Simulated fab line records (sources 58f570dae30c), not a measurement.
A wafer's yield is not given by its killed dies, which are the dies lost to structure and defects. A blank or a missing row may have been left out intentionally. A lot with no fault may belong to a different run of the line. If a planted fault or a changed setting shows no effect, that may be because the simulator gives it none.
One fault through the eyes of 2 desks	flow berkeley_cmos170	only its own numbers are on each desk; what lay behind them is given at the end

== THE TOOL OWNER'S DESK: litho_track-03 ==
The tool's own readings at UCB170_NLDD_COAT_01 (resist thk 900 nm): means of the sampled wafers that have a number, for each lot that ran on this tool. Marked OUT: a lot whose mean sits more than 4 standard deviations from the usual mean, which makes it out of limits; the brackets give that distance.
Columns: A = exhaust_pa at UCB170_NLDD_COAT_01, usual 45.2 Pa
lot	first seen here	A
L268	day 7 19:07	44.3
L271	day 8 05:02	45.8
L277	day 9 05:42	45.4
L280	day 9 16:49	43.8
L290	day 12 03:05	45.2
This desk's verdict: no lot among the 5 shows anything out of limits.

== AT THE METROLOGY DESK ==
What the gauges read for every lot (on any tool): the sampled wafers with a number, averaged. Marked OUT: a lot whose mean sits more than 4 standard deviations from the usual mean, which makes it out of limits; the brackets give that distance.
Columns: A = NWELL_TW at UCB170_NWELL_TW_MEAS_16, usual 1236; B = M1_AL_RS at UCB170_M1_RS_MEAS_01, usual 0.0486 ohm/sq; C = M1_AL_THK at UCB170_M1_THK_MEAS_02, usual 593 nm
lot	first seen here	A	B	C
L268	day 2 10:01	1225	0.0482	595
L269	day 2 19:09	1249	0.0487	588
L271	day 3 10:29	1219	0.0490	588
L275	day 3 21:41	1255	0.0490	592
L277	day 4 10:49	1251	0.0489	590
L280	day 4 23:17	1220	0.0484	594
L282	day 5 08:45	1249	0.0486	594
L283	day 5 18:25	1251	0.0487	590
L286	day 6 06:31	1225	0.0495	584
L287	day 6 19:39	1258	0.0486	592
L288	day 6 19:59	1227	0.0491	591
L289	day 7 09:21	1225	0.0484	595
L290	day 7 09:32	1249	0.0484	596
L291	day 7 17:38	1229	0.0495	585
This desk's verdict: no lot among the 14 shows anything out of limits.

== TAKEN TOGETHER ==
The desk of the tool owner found nothing out of limits.
At the metrology desk, nothing out of limits was observed.

== WHAT THE SIMULATOR HAD PUT IN ==
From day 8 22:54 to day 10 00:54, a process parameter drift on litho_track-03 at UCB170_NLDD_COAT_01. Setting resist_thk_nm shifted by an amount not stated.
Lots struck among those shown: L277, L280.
